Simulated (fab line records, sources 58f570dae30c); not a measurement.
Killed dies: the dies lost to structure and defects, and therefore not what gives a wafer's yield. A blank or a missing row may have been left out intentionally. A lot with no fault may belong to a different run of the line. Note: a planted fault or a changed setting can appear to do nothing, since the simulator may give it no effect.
2 desks looking at one fault | flow berkeley-cmos170 | each desk holds nothing but its own numbers, with what lay behind them at the end

## DESK OF THE TOOL OWNER: krf-scanner-01
The tool's own readings at UCB170_CONTACT_EXPOSE_12 (exposes mask CONT, target cd 700 nm): means of the sampled wafers that have a number, for each lot that ran on this tool. A lot is out of limits, marked OUT, if its mean lies more than 4 standard deviations from the usual mean; the brackets give that distance.
Columns: A = exposure-dose-mJ-cm2 at UCB170_CONTACT_EXPOSE_12, usual 34.34
lot  | first seen here | A
L788 | day 8 13:13     | 34.26
L791 | day 9 06:42     | 34.35
L795 | day 10 08:39    | 34.04 (-7.7) OUT
L804 | day 12 10:57    | 34.32
L803 | day 12 11:24    | 34.28
L807 | day 13 01:32    | 34.35
L808 | day 13 20:52    | 34.35
This desk's finding: out of limits on L795; first on L795, day 10 08:39 (exposure-dose-mJ-cm2 at UCB170_CONTACT_EXPOSE_12). Within limits: L788, L791, L804, L803, L807, L808.

## THE METROLOGY DESK
Lot by lot, what the gauges showed, no matter which tool ran the lot: averages of those sampled wafers that carry a number. A lot is out of limits, marked OUT, if its mean lies more than 4 standard deviations from the usual mean; the brackets give that distance.
Columns: A = cd-nm at UCB170_CONTACT_CD_MEAS_15, usual 699.7 nm
lot  | first seen here | A
L786 | day 7 23:03     | 699.9
L788 | day 8 13:42     | 700.2
L787 | day 8 14:04     | 698.7
L789 | day 9 02:58     | 700.4
L791 | day 9 07:05     | 697.9
L792 | day 9 07:32     | 701.3
L793 | day 9 18:06     | 699.9
L795 | day 10 09:31    | 702.8
L800 | day 11 06:44    | 699.2
L804 | day 12 11:20    | 699.7
L803 | day 12 11:47    | 701.7
L807 | day 13 03:25    | 697.8
L808 | day 13 21:28    | 698.8
This desk found nothing out of limits on any of the 13 lots.

## ALL TOGETHER
On L795, at day 10 08:39, an alarm was possible from the tool owner's desk.
The metrology desk saw nothing out of limits.
The metrology desk holds a record of L795, inside its limits.
All the named lots went through UCB170_CONTACT_EXPOSE_12 on krf-scanner-01.

## WHAT THE SIMULATOR HAD PUT IN
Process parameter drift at UCB170_CONTACT_EXPOSE_12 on krf-scanner-01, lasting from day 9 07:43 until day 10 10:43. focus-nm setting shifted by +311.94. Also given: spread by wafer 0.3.
Struck lots among those shown: L795.
Hours from the fault's start to each desk's first reading out of limits: the tool owner's desk, 25.
